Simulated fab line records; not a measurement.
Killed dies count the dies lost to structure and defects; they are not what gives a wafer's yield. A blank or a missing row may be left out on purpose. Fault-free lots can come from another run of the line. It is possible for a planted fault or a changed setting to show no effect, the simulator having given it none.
Which tool did it?    flow berkeley-cmos170    route of 331 steps, sampled at 1 step: 7 lots, 21 wafers

== WHAT THE GAUGES SHOWED, per wafer ==
UCB170_NWELL_OVL_MEAS_12.
lot   measured     on          NWELL_OVL (nm)
L185  day 2 20:07  overlay-02  6 -4 4
L186  day 3 04:17  overlay-01  -2 8 1
L190  day 4 00:35  overlay-02  -5 1 6
L192  day 4 10:15  overlay-02  2 7 4
L197  day 5 11:14  overlay-02  2 -7 1
L204  day 6 14:49  overlay-02  1 5 8
L206  day 7 09:58  overlay-01  0 -2 4

== TOOL THAT RAN EACH LOT (tool first, then ch and the chambers of the sampled wafers, then the start) ==
There is no process step in the record ahead of these readings.

== THE ANSWER, worked out from the rows above alone ==
Rule: the usual values come from the lots themselves. Put in order of their means at a reading, lots are off if they are a third of the lots or fewer, leave a main group of 4 or more, and stand apart from it by a gap of 3 or more times the standard deviation of the main group's means; of several such gaps the widest counts. The tables above print the reading to a certain number of digits; a main group whose means all agree to those digits is not used. Also off: a lot with no number at a reading for which 4 or more lots have one. The other lots that the step has rows for count as sound.
No lot is off on any of the readings shown, so nothing can be concluded from this.

== WHAT THE SIMULATOR HAD INSERTED ==
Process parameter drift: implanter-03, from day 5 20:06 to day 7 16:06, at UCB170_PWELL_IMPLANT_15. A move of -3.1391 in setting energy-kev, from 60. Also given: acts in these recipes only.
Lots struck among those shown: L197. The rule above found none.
